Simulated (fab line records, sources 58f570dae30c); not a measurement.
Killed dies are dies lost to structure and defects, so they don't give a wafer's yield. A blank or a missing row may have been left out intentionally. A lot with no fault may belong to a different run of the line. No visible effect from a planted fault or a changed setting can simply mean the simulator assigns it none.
Which tool is to blame?    flow berkeley-cmos170    Sampling: 7 lots, 21 wafers, 2 of 331 route steps

== WHAT THE GAUGES READ, wafer by wafer ==
UCB170_GATE_THK_MEAS_05.
lot   measured      on             GATE_POLY_THK (nm)
L394  day 6 01:04   film-metro-01  214.7 215.5 215.6
L396  day 6 13:31   film-metro-03  214.1 217.2 214.8
L400  day 7 02:47   film-metro-02  425.6 424.2 427.9
L406  day 8 18:11   film-metro-01  216.5 215.6 216.9
L410  day 9 09:49   film-metro-01  435.9 436.8 435.2
L413  day 10 01:34  film-metro-01  215.8 216.6 214.6
L415  day 10 14:07  film-metro-01  219.6 216.7 216.4

== WHAT TOOL EACH LOT RAN ON (gives the tool, then ch and the chambers of the sampled wafers, and finally the start) ==
lot   UCB170_GATE_CVD_04
L394  lpcvd-01 ch 1, day 5 23:40
L396  lpcvd-01 ch 1, day 6 12:05
L400  lpcvd-02 ch 1, day 6 23:49 and lpcvd-01 ch 1, day 7 01:22
L406  lpcvd-01 ch 1, day 8 16:47
L410  lpcvd-01 ch 0, day 9 05:05
L413  lpcvd-02 ch 0, day 9 23:28
L415  lpcvd-01 ch 0, day 10 12:41
- UCB170_GATE_CVD_04: deposits poly-Si from SiH4, time 1440 s, target thk 214 nm.

== THE ANSWER, worked out from the rows above alone ==
Rule: usual is defined by the lots themselves. The widest of any qualifying gaps counts: lots, ordered by their means at a reading, are off when they make up no more than a third of the lots, leave a main group of 4 or more, and stand apart from it by 3 or more times the standard deviation of that group's means. If all means in a main group match to the digits the tables above print for the reading, that group is not used. A lot without any number at a reading at which 4 lots or more have one is off too. The other lots that the step has rows for count as sound.
Off: L400, L410, seen at UCB170_GATE_THK_MEAS_05 (GATE_POLY_THK). Main group: mean 216.0 nm, sd 0.85.
A tool fits if, at a process step before that reading, it ran every lot that is off, and no sound lot after the first of them. Gauges at UCB170_GATE_THK_MEAS_05: tried the same way as those tools. No candidate that was tried fits.

== WHAT THE SIMULATOR HAD PUT IN ==
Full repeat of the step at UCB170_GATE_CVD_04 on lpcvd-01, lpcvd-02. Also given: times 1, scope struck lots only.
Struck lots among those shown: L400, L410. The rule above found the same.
